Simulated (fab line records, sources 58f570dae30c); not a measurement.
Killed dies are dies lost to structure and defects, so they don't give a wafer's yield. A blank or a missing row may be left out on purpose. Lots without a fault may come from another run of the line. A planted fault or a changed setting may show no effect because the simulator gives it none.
One fault seen from 2 desks | flow berkeley_cmos170 | each desk has only its own numbers; what lay behind them comes last

THE TOOL OWNER'S DESK: furnace-02
The tool's own readings at UCB170_FIELD_OXIDATION_01 (target thk 558.3 nm, ox time 7200 s): means of the sampled wafers that have a number, for each lot that ran on this tool. A lot is out of limits, marked OUT, if its mean lies more than 4 standard deviations from the usual mean; the brackets give that distance.
Columns: A = ox_temp_c at UCB170_FIELD_OXIDATION_01, usual 999.9 C; B = ox_temp_c_max at UCB170_FIELD_OXIDATION_01, usual 1002.8; C = zone_power_load_pct at UCB170_FIELD_OXIDATION_01, usual 33.7 %
lot  | first seen here | A      | B      | C
L343 | day 7 02:49     | 999.7  | 1002.3 | 31.5
L344 | day 7 02:49     | 999.8  | 1002.2 | 31.5
L349 | day 8 12:37     | 999.8  | 1002.0 | 31.3
L350 | day 8 12:37     | 999.4  | 1002.3 | 31.3
L351 | day 8 19:58     | 999.6  | 1002.6 | 31.4
L352 | day 8 19:58     | 1000.5 | 1003.5 | 31.4
This desk's finding: nothing out of limits on any of the 6 lots.

THE METROLOGY DESK
What the gauges read, lot by lot, whatever tool the lot ran on: means of the sampled wafers that have a number. A lot is out of limits, marked OUT, if its mean lies more than 4 standard deviations from the usual mean; the brackets give that distance.
Columns: A = NWELL_NITRIDE_THK at UCB170_NWELL_THK_MEAS_05, usual 223.7 nm; B = GATE_POLY_THK at UCB170_GATE_THK_MEAS_05, usual 212.8 nm
lot  | first seen here | A     | B
L329 | day 2 03:01     | 224.3 | 217.2
L331 | day 2 19:05     | 223.3 | 209.8
L333 | day 2 23:13     | 226.2 | 211.0
L337 | day 3 18:18     | 224.4 | -
L338 | day 3 23:36     | 222.5 | -
L341 | day 4 16:08     | 225.2 | 215.1
L344 | day 5 06:11     | 220.7 | 213.3
L343 | day 5 06:12     | 225.7 | 212.1
L346 | day 5 13:50     | 224.8 | 214.1
L348 | day 6 01:04     | 222.3 | 212.2
L349 | day 6 06:00     | 220.5 | 212.2
L350 | day 6 12:58     | 224.4 | 212.1
L351 | day 6 19:17     | 222.8 | 206.7
L352 | day 6 21:26     | 226.3 | 214.5
This desk's finding: nothing out of limits on any of the 14 lots.

PUT TOGETHER
The tool owner's desk saw nothing out of limits.
The metrology desk saw nothing out of limits.

WHAT THE SIMULATOR HAD PUT IN
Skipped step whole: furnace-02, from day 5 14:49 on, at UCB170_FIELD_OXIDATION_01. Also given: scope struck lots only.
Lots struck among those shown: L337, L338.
